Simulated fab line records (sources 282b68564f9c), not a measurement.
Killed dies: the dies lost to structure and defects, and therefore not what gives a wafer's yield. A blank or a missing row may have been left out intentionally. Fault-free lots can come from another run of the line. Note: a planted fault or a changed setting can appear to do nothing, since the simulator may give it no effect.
A lot that was struck, set against a sound lot | flow ritCmos | 17 steps out of a route of 202
Sound: these wafers, L915.2, L915.3, L915.5. Wafers L929.4, L929.5, L929.6 were the ones struck. At the end, the cause is stated.
Per side, at each step with rows, come the tool, then ch with its chambers, and then its first start. Under that, the readings that differ: sound wafers | struck wafers | difference of the means | sigmas: that difference in standard deviations of wafers without a fault.
alike: readings whose means differ by less than 2 such deviations, and words and numbers that are the same on both sides. not compared: withheld readings, readings that some wafer has no value for, bounds like >300 that may hide the same value, and numbers for which the record gives no deviation and whose values overlap.
A row with sigmas, a row that says differs or no value, or rows on one side alone: a step with any of these is where the two part. Numbers that have no deviation but don't overlap get no sigmas and don't part them. A reading missing from all wafers of one side parts the sides only when that side holds two or more wafers.

RIT_FOX2_THK_MEAS_01:
  struck on filmMetro-01, day 5 02:53; sound on filmMetro-02, day 2 04:21
  alike: FOX2_OXIDE_THK
then, 2 steps without rows for these wafers: RIT_FOX2_CLEAN_02 (cleans in dHF, time 180 s); RIT_FOX2_WET_ETCH_03 (etches Si3N4 in H3PO4, target depth 195 nm, time 2700 s).
RIT_FOX2_THK_MEAS_90:
  struck on filmMetro-01, day 5 03:49; sound on filmMetro-03, day 2 05:13
  alike: FIELD_OXIDE_LEFT_1_THK
then, 6 steps without rows for these wafers: RIT_NWELL_HMDS_00 (prime time 60 s); RIT_NWELL_COAT_01 (resist thk 1300 nm); RIT_NWELL_SOFTBAKE_02 (time 60 s); RIT_NWELL_EXPOSE_03 (exposes mask M2, target cd 43900 nm); RIT_NWELL_PEB_04; RIT_NWELL_DEVELOP_05 (develop time 68 s).
RIT_NWELL_OVL_MEAS_06:
  struck on overlay-01, day 5 04:53; sound on overlay-01, day 2 06:17
  alike: NWELL_OVL
then, 1 step without rows for these wafers: RIT_NWELL_HARDBAKE_07 (time 120 s).
RIT_NWELL_IMPLANT_08:
  sound on implanter-02 ch 0, day 2 06:35; struck on implanter-01 ch 0, day 5 05:20
reading                  | sound                | struck               | difference | sigmas
beamEnergyKeV            | 170.03 170.03 169.96 | 139.46 139.43 139.47 | -30.55     | -99 or more
model.implant.rpNm (nm)  | 212.9 212.9 212.9    | 167.7 167.7 167.7    | -45.2      | 
model.implant.drpNm (nm) | 68.82 68.82 68.82    | 59.23 59.23 59.23    | -9.59      | 
  alike: beamOnS
RIT_NWELL_STRIP_09: strips in O2, time 180 s.
  sound on plasmaAsher-01 ch 0,1, day 2 06:43; struck on plasmaAsher-01 ch 0,1, day 5 05:28
  alike: chamberPressureMTorr, drypumpMotorCurrentA, o2FlowSccm
  not compared: rfHoursCounterH
RIT_NWELL_TW_MEAS_10:
  struck on filmMetro-02, day 5 05:37; sound on filmMetro-04, day 2 06:54
reading  | sound          | struck         | difference | sigmas
NWELL_TW | 2165 2170 2159 | 2045 2041 2049 | -120       | -5
then, 1 step without rows for these wafers: RIT_PWELL_HMDS_00 (prime time 60 s).
RIT_M1_PROBE_99:
  struck on prober-01, day 6 18:17; sound on prober-02, day 3 19:44
reading                             | sound                   | struck                  | difference | sigmas
model.etest.nwellPinched.rsOhmSq    | 338.4 339.9 341.6       | 344.7 348.8 352.6       | +8.7       | 
model.etest.wellEdgeLeft.lineOhmUm  | 181.9 181.7 180.7       | 187.9 187.2 186.8       | +5.9       | 
model.etest.wellEdgeRight.lineOhmUm | 181.3 182.2 181.8       | 187.5 186.8 185.4       | +4.8       | 
model.etest.fieldPMetal.vtV (V)     | -29.03 -29.12 -28.83    | -25.78 -25.76 -25.72    | +3.24      | 
model.etest.fieldP.vtV (V)          | -12.5 -12.53 -12.49     | -11.22 -11.13 -11.05    | +1.37      | 
model.etest.pmosNarrow.vtLessV (V)  | 0.01966 0.01935 0.02416 | 0.02748 0.02794 0.02761 | +0.00662   | 
  alike: killedAtContacts, killedAtFrontEnd, killedDies, killedOpen, killedShort
  not compared: model.etest.isoNwellNwell.bvV, model.etest.isoNwellNwell.lateralLog10AUm

== WHERE THEY PART ==
First at RIT_NWELL_IMPLANT_08; last, within this record, at RIT_NWELL_TW_MEAS_10. Later steps at which nothing parts them and some readings are alike: RIT_M1_PROBE_99.

WHY: the cause the simulator had injected
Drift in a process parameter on implanter-01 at RIT_NWELL_IMPLANT_08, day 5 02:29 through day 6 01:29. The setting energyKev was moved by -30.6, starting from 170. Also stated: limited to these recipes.
